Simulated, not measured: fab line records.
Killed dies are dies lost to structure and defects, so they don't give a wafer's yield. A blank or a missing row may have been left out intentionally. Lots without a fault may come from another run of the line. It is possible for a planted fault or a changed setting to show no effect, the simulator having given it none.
fab line records	flow ritCmos
record: lots: 5	wafers: 15	lastDay: 7
route steps=202 shown REOX@98 NLDD@103 PLDD@114 SPACER@125
lots untouched by any fault: they come from a run of this same line in which no faults occurred
startH: hours from the record's first day to the start of the lot's first wafer shown	waitH: time in hours since the lot's previous step	" as in the row above	L1.1+2: one row covering several wafers at once	- value missing, or start not given	* or withheld: withheld	< > ~ a bound
route shown NAME@n: names a module that has steps shown in the file, with the first one's number in the route	usual: mean/standard deviation taken from wafers without a fault	same: alike in all rows	chamber/n: place in a boat	sites: per-site readings	_std_site: the values' standard deviation	_edge_site: mean of outer sites minus mean of inner sites	radiusMm: how far each site lies from the wafer's centre	mask NAME#n: copy n	behind: the last tool/chamber to shape the wafer	hold: why the lot was held/for how many hours/how that ended	device: the transistor (n, p or np) that didn't switch	end of line: the tests these same wafers got at the end of their route	a step without rows: its recipe alone	killed: dies that structure and defects cost at the first sort, which is not the same as the wafer's yield	map: dies across one wafer; x = killed, . = not, _ = none there
set.NAME: setting as actually run; set.NAME@STEP: the setting as run at that earlier step	model.NAME: the simulator's own value behind a step, which no gauge read
lots seen at some steps along the route; tables by step, rows by wafer
services: from which hour (startH, from the record's first day; less than 0 if before it) a tool's chamber was out of use, for how many hours, and why
== steps ==
step: RIT_REOX_CLEAN_00
recipe: chemistry: SC1	mix: 3:3:50	timeS: 600	tempC: 75
lot.wafer	tool	chamber	startH	waitH
L074.3+5+6	wetBench-04	1	40.64	0.1
L084.3+5+6	wetBench-03	0	90.82	0.1
L092.1+3+4	wetBench-04	1	131.37	0.1
L094.2+5+6	wetBench-04	2	142.62	0.1
L096.1+2+3	wetBench-04	1	150.70	0.1
step: RIT_REOX_CLEAN_01
recipe: chemistry: dHF	dilution: 50:1	timeS: 30
lot.wafer	tool	chamber	startH	waitH
L074.3+5+6	wetBench-03	0	40.81	0.0
L084.3+5+6	wetBench-04	3	91.00	0.0
L092.1+3+4	wetBench-02	1	131.57	0.0
L094.2+5+6	wetBench-03	1	142.80	0.0
L096.1+2+3	wetBench-02	2	150.87	0.0
step: RIT_REOX_CLEAN_02
recipe: chemistry: SC2	mix: 3:3:50	timeS: 600	tempC: 75	dry: n2Spin
lot.wafer	tool	chamber	startH	waitH
L074.3+5+6	wetBench-04	0	40.83	0.0
L084.3+5+6	wetBench-02	3	91.02	0.0
L092.1+3+4	wetBench-03	1	131.59	0.0
L094.2+5+6	wetBench-02	1	142.81	0.0
L096.1+2+3	wetBench-04	0	150.89	0.0
step: RIT_REOX_OXIDATION_03
recipe: tempC: 900	ambient: O2	targetThkA: 252	oxTimeS: 5580
same: oxTimeS: 5580
lot.wafer	tool	chamber	startH	waitH
L074.3+5+6	furnace-01	0	42.96	2.0
L084.3+5+6	furnace-03	0	92.05	0.9
L092.1+3+4	furnace-01	0	132.05	0.3
L094.2+5+6	furnace-01	0	142.99	0.0
L096.1+2+3	furnace-04	0	151.07	0.0
step: RIT_REOX_THK_MEAS_04
recipe: reads: SiO2_of_REOX_OXIDATION_03
usual: REOX_OXIDE_THK: 24.8/0.57
lot.wafer	tool	chamber	startH	waitH	REOX_OXIDE_THK[nm]
L074.3	filmMetro-04	-	45.53	0.0	25.5
L074.5	"	-	"	"	25.2
L074.6	"	-	"	"	24.9
L084.3	filmMetro-04	-	94.62	0.0	24.5
L084.5	"	-	"	"	24.3
L084.6	"	-	"	"	24.8
L092.1	filmMetro-04	-	134.60	0.0	24.2
L092.3	"	-	"	"	23.9
L092.4	"	-	"	"	24.6
L094.2	filmMetro-04	-	145.55	0.0	24.0
L094.5	"	-	"	"	24.2
L094.6	"	-	"	"	24.0
L096.1	filmMetro-03	-	153.62	0.0	25.2
L096.2	"	-	"	"	25.2
L096.3	"	-	"	"	25.0
step: RIT_NLDD_HMDS_00
recipe: primeTimeS: 60	primeTempC: 140
usual: exhaustPa: 44.9/0.83
lot.wafer	tool	chamber	startH	waitH	exhaustPa
L074.3	lithoTrack-04	0	45.62	0.1	45.0
L074.5	"	0	"	"	45.4
L074.6	"	0	"	"	44.8
L084.3	lithoTrack-01	0	94.71	0.1	44.1
L084.5	"	0	"	"	45.7
L084.6	"	0	"	"	45.5
L092.1	lithoTrack-04	0	134.66	0.1	45.1
L092.3	"	0	"	"	43.8
L092.4	"	0	"	"	45.7
L094.2	lithoTrack-01	0	145.62	0.1	45.2
L094.5	"	0	"	"	46.0
L094.6	"	0	"	"	45.6
L096.1	lithoTrack-04	0	153.73	0.1	44.6
L096.2	"	0	"	"	43.2
L096.3	"	0	"	"	44.2
step: RIT_NLDD_COAT_01
recipe: resist: NOVOLAK	spinRpm: 3250	resistThkNm: 1000
usual: exhaustPa: 44.9/0.93
lot.wafer	tool	chamber	startH	waitH	exhaustPa
L074.3	lithoTrack-04	0	45.77	0.1	43.2
L074.5	"	0	"	"	42.7
L074.6	"	0	"	"	43.8
L084.3	lithoTrack-01	0	94.86	0.1	44.7
L084.5	"	0	"	"	44.8
L084.6	"	0	"	"	43.7
L092.1	lithoTrack-04	0	134.81	0.1	45.7
L092.3	"	0	"	"	45.3
L092.4	"	0	"	"	45.7
L094.2	lithoTrack-01	0	145.77	0.1	46.1
L094.5	"	0	"	"	45.0
L094.6	"	0	"	"	43.8
L096.1	lithoTrack-04	0	153.88	0.1	45.7
L096.2	"	0	"	"	45.9
L096.3	"	0	"	"	45.8
step: RIT_NLDD_SOFTBAKE_02
recipe: resist: NOVOLAK	tempC: 90	timeS: 60
usual: exhaustPa: 45.0/0.97
lot.wafer	tool	chamber	startH	waitH	exhaustPa
L074.3	lithoTrack-04	0	45.92	0.1	44.1
L074.5	"	0	"	"	46.1
L074.6	"	0	"	"	44.9
L084.3	lithoTrack-01	0	95.01	0.1	45.2
L084.5	"	0	"	"	43.6
L084.6	"	0	"	"	45.7
L092.1	lithoTrack-04	0	134.96	0.1	45.2
L092.3	"	0	"	"	44.5
L092.4	"	0	"	"	44.2
L094.2	lithoTrack-01	0	145.92	0.1	43.2
L094.5	"	0	"	"	42.9
L094.6	"	0	"	"	44.1
L096.1	lithoTrack-04	0	154.03	0.1	45.0
L096.2	"	0	"	"	46.9
L096.3	"	0	"	"	45.8
step: RIT_NLDD_EXPOSE_03
recipe: maskId: M7	na: 0.57	targetCdNm: 40700	doseMj: 250
lot.wafer	tool	chamber	startH	waitH	mask
L074.3+5+6	ilineStepper-02	0	46.18	0.2	M7#0
L084.3+5+6	ilineStepper-01	0	95.28	0.2	M7#0
L092.1+3+4	ilineStepper-01	0	135.24	0.2	M7#0
L094.2+5+6	ilineStepper-01	0	146.19	0.2	M7#0
L096.1+2+3	ilineStepper-02	0	154.30	0.2	M7#0
step: RIT_NLDD_PEB_04
recipe: resist: NOVOLAK	tempC: withheld	timeS: withheld
usual: exhaustPa: 45.1/0.82
lot.wafer	tool	chamber	startH	waitH	exhaustPa
L074.3	lithoTrack-01	0	46.31	0.1	44.9
L074.5	"	0	"	"	46.0
L074.6	"	0	"	"	45.8
L084.3	lithoTrack-03	0	95.40	0.1	44.9
L084.5	"	0	"	"	44.9
L084.6	"	0	"	"	45.4
L092.1	lithoTrack-03	0	135.35	0.1	44.1
L092.3	"	0	"	"	44.7
L092.4	"	0	"	"	45.2
L094.2	lithoTrack-01	0	146.32	0.1	45.8
L094.5	"	0	"	"	44.6
L094.6	"	0	"	"	46.3
L096.1	lithoTrack-04	0	154.44	0.1	45.3
L096.2	"	0	"	"	44.6
L096.3	"	0	"	"	44.0
step: RIT_NLDD_DEVELOP_05
recipe: resist: NOVOLAK	developTimeS: 50	devTempC: 23
usual: exhaustPa: 44.9/0.79
lot.wafer	tool	chamber	startH	waitH	exhaustPa
L074.3	lithoTrack-01	0	-	-	45.2
L074.5	"	0	"	"	44.9
L074.6	"	0	"	"	46.0
L084.3	lithoTrack-03	0	-	-	45.2
L084.5	"	0	"	"	45.5
L084.6	"	0	"	"	43.8
L092.1	lithoTrack-03	0	-	-	45.5
L092.3	"	0	"	"	45.8
L092.4	"	0	"	"	45.6
L094.2	lithoTrack-01	0	-	-	45.3
L094.5	"	0	"	"	45.5
L094.6	"	0	"	"	46.3
L096.1	lithoTrack-04	0	-	-	45.6
L096.2	"	0	"	"	45.8
L096.3	"	0	"	"	43.9
step: RIT_NLDD_OVL_MEAS_06
usual: NLDD_OVL: 0.1/1.4
lot.wafer	tool	chamber	startH	waitH	NLDD_OVL[nm]
L074.3	overlay-01	-	46.55	-	0.2
L074.5	"	-	"	"	-0.6
L074.6	"	-	"	"	0.3
L084.3	overlay-02	-	95.65	-	0.4
L084.5	"	-	"	"	1.8
L084.6	"	-	"	"	1.3
L092.1	overlay-02	-	135.64	-	1.2
L092.3	"	-	"	"	0.2
L092.4	"	-	"	"	0.2
L094.2	overlay-02	-	146.58	-	0.2
L094.5	"	-	"	"	-0.6
L094.6	"	-	"	"	-1.4
L096.1	overlay-02	-	154.73	-	0.7
L096.2	"	-	"	"	-0.8
L096.3	"	-	"	"	-0.1
step: RIT_NLDD_HARDBAKE_07
recipe: resist: NOVOLAK	tempC: 140	timeS: 60
usual: exhaustPa: 44.9/0.92
lot.wafer	tool	chamber	startH	waitH	exhaustPa
L074.3	lithoTrack-03	0	46.63	0.1	43.7
L074.5	"	0	"	"	44.9
L074.6	"	0	"	"	43.8
L084.3	lithoTrack-03	0	95.72	0.1	44.7
L084.5	"	0	"	"	45.3
L084.6	"	0	"	"	45.6
L092.1	lithoTrack-01	0	135.67	0.0	43.5
L092.3	"	0	"	"	43.0
L092.4	"	0	"	"	42.9
L094.2	lithoTrack-01	0	146.63	0.0	44.9
L094.5	"	0	"	"	43.6
L094.6	"	0	"	"	45.6
L096.1	lithoTrack-04	0	154.76	0.0	45.3
L096.2	"	0	"	"	44.7
L096.3	"	0	"	"	45.6
step: RIT_NLDD_IMPLANT_08
recipe: species: P	energyKev: 20	doseCm2: 5e+14	tiltDeg: 7
same: implantIonAmu: 31
lot.wafer	tool	chamber	startH	waitH
L074.3+5+6	implanter-02	0	46.78	0.1
L084.3+5+6	implanter-04	0	95.87	0.1
L092.1+3+4	implanter-04	0	135.82	0.1
L094.2+5+6	implanter-04	0	146.78	0.1
L096.1+2+3	implanter-01	0	154.91	0.1
step: RIT_NLDD_STRIP_09
recipe: chemistry: O2	timeS: 180	resist: NOVOLAK	platenTempC: withheld	powerW: 500	pressureMtorr: 4000	o2FlowSccm: 4000
usual: drypumpMotorCurrentA: 6.00/0.28
lot.wafer	tool	chamber	startH	waitH	drypumpMotorCurrentA	rfHoursCounterH
L074.3	plasmaAsher-02	0	46.93	0.1	6.35	-
L074.5	"	0	"	"	6.30	-
L074.6	"	1	"	"	5.92	-
L084.3	plasmaAsher-04	1	96.03	0.1	5.53	-
L084.5	"	1	"	"	5.52	-
L084.6	"	0	"	"	6.22	-
L092.1	plasmaAsher-02	1	135.97	0.1	5.93	51
L092.3	"	1	"	"	5.93	-
L092.4	"	0	"	"	6.34	-
L094.2	plasmaAsher-02	0	146.91	0.1	6.33	52
L094.5	"	0	"	"	6.32	-
L094.6	"	1	"	"	5.92	-
L096.1	plasmaAsher-03	0	155.06	0.1	5.93	36
L096.2	"	1	"	"	5.81	36
L096.3	"	1	"	"	5.81	-
step: RIT_NLDD_TW_MEAS_10
usual: NLDD_TW: 2490/26
lot.wafer	tool	chamber	startH	waitH	NLDD_TW
L074.3	filmMetro-01	-	47.07	0.1	2463
L074.5	"	-	"	"	2477
L074.6	"	-	"	"	2457
L084.3	filmMetro-01	-	96.17	0.1	2465
L084.5	"	-	"	"	2467
L084.6	"	-	"	"	2459
L092.1	filmMetro-01	-	136.15	0.1	2474
L092.3	"	-	"	"	2478
L092.4	"	-	"	"	2468
L094.2	filmMetro-01	-	147.09	0.1	2465
L094.5	"	-	"	"	2483
L094.6	"	-	"	"	2478
L096.1	filmMetro-03	-	155.24	0.1	2521
L096.2	"	-	"	"	2521
L096.3	"	-	"	"	2516
step: RIT_PLDD_HMDS_00
recipe: primeTimeS: 60	primeTempC: 140
usual: exhaustPa: 45.0/0.99
lot.wafer	tool	chamber	startH	waitH	exhaustPa
L074.3	lithoTrack-01	0	47.16	0.1	44.9
L074.5	"	0	"	"	44.9
L074.6	"	0	"	"	44.8
L084.3	lithoTrack-02	0	96.26	0.1	44.8
L084.5	"	0	"	"	44.4
L084.6	"	0	"	"	43.0
L092.1	lithoTrack-02	0	136.21	0.1	45.8
L092.3	"	0	"	"	44.4
L092.4	"	0	"	"	46.0
L094.2	lithoTrack-02	0	147.17	0.1	46.2
L094.5	"	0	"	"	44.6
L094.6	"	0	"	"	45.5
L096.1	lithoTrack-03	0	155.30	0.1	44.8
L096.2	"	0	"	"	45.2
L096.3	"	0	"	"	45.6
step: RIT_PLDD_COAT_01
recipe: resist: NOVOLAK	spinRpm: 3250	resistThkNm: 1000
usual: exhaustPa: 45.1/0.88
lot.wafer	tool	chamber	startH	waitH	exhaustPa
L074.3	lithoTrack-01	0	47.31	0.1	46.1
L074.5	"	0	"	"	46.7
L074.6	"	0	"	"	44.8
L084.3	lithoTrack-02	0	96.41	0.1	44.1
L084.5	"	0	"	"	45.2
L084.6	"	0	"	"	46.0
L092.1	lithoTrack-02	0	136.36	0.1	45.5
L092.3	"	0	"	"	44.6
L092.4	"	0	"	"	45.4
L094.2	lithoTrack-02	0	147.32	0.1	44.7
L094.5	"	0	"	"	45.5
L094.6	"	0	"	"	45.2
L096.1	lithoTrack-03	0	155.45	0.1	44.9
L096.2	"	0	"	"	44.3
L096.3	"	0	"	"	44.2
step: RIT_PLDD_SOFTBAKE_02
recipe: resist: NOVOLAK	tempC: 90	timeS: 60
usual: exhaustPa: 45.1/0.85
lot.wafer	tool	chamber	startH	waitH	exhaustPa
L074.3	lithoTrack-01	0	47.46	0.1	44.6
L074.5	"	0	"	"	45.4
L074.6	"	0	"	"	45.3
L084.3	lithoTrack-02	0	96.56	0.1	44.8
L084.5	"	0	"	"	45.2
L084.6	"	0	"	"	45.4
L092.1	lithoTrack-02	0	136.51	0.1	45.3
L092.3	"	0	"	"	44.3
L092.4	"	0	"	"	46.4
L094.2	lithoTrack-02	0	147.47	0.1	44.8
L094.5	"	0	"	"	43.7
L094.6	"	0	"	"	44.0
L096.1	lithoTrack-03	0	155.60	0.1	45.8
L096.2	"	0	"	"	44.0
L096.3	"	0	"	"	44.5
step: RIT_PLDD_EXPOSE_03
recipe: maskId: M8	na: 0.57	targetCdNm: 40900	doseMj: 250
lot.wafer	tool	chamber	startH	waitH	mask
L074.3+5+6	ilineStepper-01	0	47.73	0.2	M8#0
L084.3+5+6	ilineStepper-02	0	96.82	0.2	M8#0
L092.1+3+4	ilineStepper-01	0	136.78	0.2	M8#0
L094.2+5+6	ilineStepper-02	0	147.74	0.2	M8#0
L096.1+2+3	ilineStepper-02	0	155.87	0.2	M8#0
step: RIT_PLDD_PEB_04
recipe: resist: NOVOLAK	tempC: withheld	timeS: withheld
usual: exhaustPa: 44.8/0.8
lot.wafer	tool	chamber	startH	waitH	exhaustPa
L074.3	lithoTrack-01	0	47.85	0.1	45.8
L074.5	"	0	"	"	44.8
L074.6	"	0	"	"	45.3
L084.3	lithoTrack-03	0	96.95	0.1	44.6
L084.5	"	0	"	"	45.4
L084.6	"	0	"	"	45.0
L092.1	lithoTrack-02	0	136.90	0.1	43.7
L092.3	"	0	"	"	43.6
L092.4	"	0	"	"	44.0
L094.2	lithoTrack-01	0	147.86	0.1	45.1
L094.5	"	0	"	"	44.6
L094.6	"	0	"	"	44.7
L096.1	lithoTrack-02	0	155.99	0.1	44.7
L096.2	"	0	"	"	44.1
L096.3	"	0	"	"	45.8
step: RIT_PLDD_DEVELOP_05
recipe: resist: NOVOLAK	developTimeS: 50	devTempC: 23
usual: exhaustPa: 45.0/0.86
lot.wafer	tool	chamber	startH	waitH	exhaustPa
L074.3	lithoTrack-01	0	-	-	44.2
L074.5	"	0	"	"	45.5
L074.6	"	0	"	"	46.7
L084.3	lithoTrack-03	0	-	-	44.4
L084.5	"	0	"	"	43.7
L084.6	"	0	"	"	45.3
L092.1	lithoTrack-02	0	-	-	45.3
L092.3	"	0	"	"	46.3
L092.4	"	0	"	"	44.6
L094.2	lithoTrack-01	0	-	-	44.9
L094.5	"	0	"	"	44.6
L094.6	"	0	"	"	43.6
L096.1	lithoTrack-02	0	-	-	44.1
L096.2	"	0	"	"	46.0
L096.3	"	0	"	"	45.2
step: RIT_PLDD_OVL_MEAS_06
usual: PLDD_OVL: 0.3/1.2
lot.wafer	tool	chamber	startH	waitH	PLDD_OVL[nm]
L074.3	overlay-02	-	48.10	-	1.1
L074.5	"	-	"	"	0.2
L074.6	"	-	"	"	0.1
L084.3	overlay-02	-	97.20	-	1.5
L084.5	"	-	"	"	0.9
L084.6	"	-	"	"	1.0
L092.1	overlay-02	-	137.18	-	-2.5
L092.3	"	-	"	"	-1.4
L092.4	"	-	"	"	-1.6
L094.2	overlay-01	-	148.13	-	-1.8
L094.5	"	-	"	"	-1.3
L094.6	"	-	"	"	-1.6
L096.1	overlay-01	-	156.27	-	-0.1
L096.2	"	-	"	"	-0.1
L096.3	"	-	"	"	0.8
step: RIT_PLDD_HARDBAKE_07
recipe: resist: NOVOLAK	tempC: 140	timeS: 60
usual: exhaustPa: 45.2/0.93
lot.wafer	tool	chamber	startH	waitH	exhaustPa
L074.3	lithoTrack-02	0	48.17	0.1	44.3
L074.5	"	0	"	"	44.7
L074.6	"	0	"	"	45.3
L084.3	lithoTrack-02	0	97.27	0.1	44.6
L084.5	"	0	"	"	45.7
L084.6	"	0	"	"	45.2
L092.1	lithoTrack-01	0	137.22	0.0	44.6
L092.3	"	0	"	"	45.8
L092.4	"	0	"	"	46.3
L094.2	lithoTrack-02	0	148.18	0.0	44.9
L094.5	"	0	"	"	45.3
L094.6	"	0	"	"	45.2
L096.1	lithoTrack-02	0	156.31	0.0	44.1
L096.2	"	0	"	"	44.1
L096.3	"	0	"	"	44.7
step: RIT_PLDD_IMPLANT_08
recipe: species: BF2	energyKev: 20	doseCm2: 9e+14	tiltDeg: 7
same: implantIonAmu: 49
lot.wafer	tool	chamber	startH	waitH
L074.3+5+6	implanter-04	0	48.32	0.1
L084.3+5+6	implanter-04	0	97.42	0.1
L092.1+3+4	implanter-03	0	137.37	0.1
L094.2+5+6	implanter-04	0	148.33	0.1
L096.1+2+3	implanter-04	0	156.46	0.1
step: RIT_PLDD_STRIP_09
recipe: chemistry: O2	timeS: 180	resist: NOVOLAK	platenTempC: withheld	powerW: 500	pressureMtorr: 4000	o2FlowSccm: 4000
usual: drypumpMotorCurrentA: 5.8/0.52
lot.wafer	tool	chamber	startH	waitH	drypumpMotorCurrentA	rfHoursCounterH
L074.3	plasmaAsher-01	0	48.48	0.1	5.0	-
L074.5	"	1	"	"	6.3	-
L074.6	"	0	"	"	5.0	-
L084.3	plasmaAsher-04	1	97.58	0.1	5.5	-
L084.5	"	1	"	"	5.5	-
L084.6	"	0	"	"	6.2	-
L092.1	plasmaAsher-02	1	137.52	0.1	5.9	51
L092.3	"	1	"	"	5.9	-
L092.4	"	0	"	"	6.3	-
L094.2	plasmaAsher-01	0	148.46	0.1	5.1	52
L094.5	"	1	"	"	6.3	-
L094.6	"	0	"	"	5.1	-
L096.1	plasmaAsher-02	1	156.61	0.1	5.9	53
L096.2	"	0	"	"	6.3	53
L096.3	"	1	"	"	5.9	-
step: RIT_PLDD_TW_MEAS_10
usual: PLDD_TW: 2361/18
lot.wafer	tool	chamber	startH	waitH	PLDD_TW
L074.3	filmMetro-03	-	48.62	0.1	2361
L074.5	"	-	"	"	2382
L074.6	"	-	"	"	2367
L084.3	filmMetro-04	-	97.72	0.1	2351
L084.5	"	-	"	"	2361
L084.6	"	-	"	"	2350
L092.1	filmMetro-03	-	137.70	0.1	2358
L092.3	"	-	"	"	2373
L092.4	"	-	"	"	2381
L094.2	filmMetro-03	-	148.64	0.1	2360
L094.5	"	-	"	"	2364
L094.6	"	-	"	"	2351
L096.1	filmMetro-04	-	156.78	0.1	2363
L096.2	"	-	"	"	2359
L096.3	"	-	"	"	2361
step: RIT_SPACER_CLEAN_00
recipe: chemistry: SC1	mix: 3:3:50	timeS: 600	tempC: 75
lot.wafer	tool	chamber	startH	waitH
L074.3+5+6	wetBench-03	1	48.66	0.0
L084.3+5+6	wetBench-03	0	97.76	0.0
L092.1+3+4	wetBench-01	3	137.76	0.1
L094.2+5+6	wetBench-03	0	148.69	0.0
L096.1+2+3	wetBench-02	2	156.84	0.1
step: RIT_SPACER_CLEAN_01
recipe: chemistry: dHF	dilution: 50:1	timeS: 30
lot.wafer	tool	chamber	startH	waitH
L074.3+5+6	wetBench-02	2	48.83	0.0
L084.3+5+6	wetBench-01	2	97.93	0.0
L092.1+3+4	wetBench-02	1	137.93	0.0
L094.2+5+6	wetBench-01	1	148.87	0.0
L096.1+2+3	wetBench-01	2	157.02	0.0
step: RIT_SPACER_CLEAN_02
recipe: chemistry: SC2	mix: 3:3:50	timeS: 600	tempC: 75	dry: n2Spin
lot.wafer	tool	chamber	startH	waitH
L074.3+5+6	wetBench-01	0	48.85	0.0
L084.3+5+6	wetBench-02	3	97.95	0.0
L092.1+3+4	wetBench-03	0	137.95	0.0
L094.2+5+6	wetBench-03	3	148.88	0.0
L096.1+2+3	wetBench-02	0	157.04	0.0
step: RIT_SPACER_CVD_03
recipe: material: Si3N4	targetThkNm: 250	tempC: 810	precursor: SiH2Cl2/NH3	timeS: 3300	pressureMtorr: 300	sih2cl2FlowSccm: 60	nh3FlowSccm: 150
lot.wafer	tool	chamber	startH	waitH
L074.3+5+6	lpcvd-02	1	49.03	0.0
L084.3+5+6	lpcvd-02	1	98.13	0.0
L092.1+3+4	lpcvd-01	1	138.14	0.0
L094.2+5+6	lpcvd-02	1	149.08	0.0
L096.1+2+3	lpcvd-02	0	157.21	0.0
step: RIT_SPACER_THK_MEAS_04
recipe: reads: Si3N4_of_SPACER_CVD_03
usual: SPACER_NITRIDE_THK: 248.8/2.2
lot.wafer	tool	chamber	startH	waitH	SPACER_NITRIDE_THK[nm]
L074.3	filmMetro-04	-	50.96	0.0	247.3
L074.5	"	-	"	"	244.8
L074.6	"	-	"	"	244.2
L084.3	filmMetro-02	-	100.06	0.0	250.0
L084.5	"	-	"	"	249.2
L084.6	"	-	"	"	250.1
L092.1	filmMetro-04	-	141.01	0.0	249.2
L092.3	"	-	"	"	247.7
L092.4	"	-	"	"	248.4
L094.2	filmMetro-04	-	151.01	0.0	247.2
L094.5	"	-	"	"	247.2
L094.6	"	-	"	"	247.8
L096.1	filmMetro-04	-	159.13	0.0	247.9
L096.2	"	-	"	"	247.7
L096.3	"	-	"	"	246.9
== services ==
tool	chamber	startH	hours	kind
ilineStepper-01	-	17.68	0.7	repair
ilineStepper-01	-	18.36	4.4	pm
furnace-01	-	22.12	3.6	pm
plasmaAsher-03	-	27.07	0.7	repair
furnace-04	-	28.30	3.6	pm
implanter-02	-	30.73	4.9	pm
ilineStepper-02	-	31.79	9.3	repair
plasmaAsher-02	-	33.44	0.7	repair
implanter-02	-	49.08	4.7	repair
wetBench-02	-	69.78	1.2	repair
ilineStepper-01	-	74.22	2.2	repair
implanter-03	-	74.79	0.5	repair
implanter-02	-	76.74	31.7	pm
lpcvd-01	-	91.45	0.5	repair
implanter-03	-	99.48	5.8	pm
plasmaAsher-04	-	108.75	9.0	pm
plasmaAsher-03	-	109.64	4.5	repair
implanter-01	-	121.60	10.1	repair
implanter-03	-	122.29	1.3	repair
implanter-04	-	122.77	2.6	repair
plasmaAsher-04	-	135.38	1.3	repair
plasmaAsher-04	-	138.57	1.2	repair
wetBench-03	-	149.80	8.0	repair
wetBench-02	-	157.21	1.9	pm
== key ==
fault none
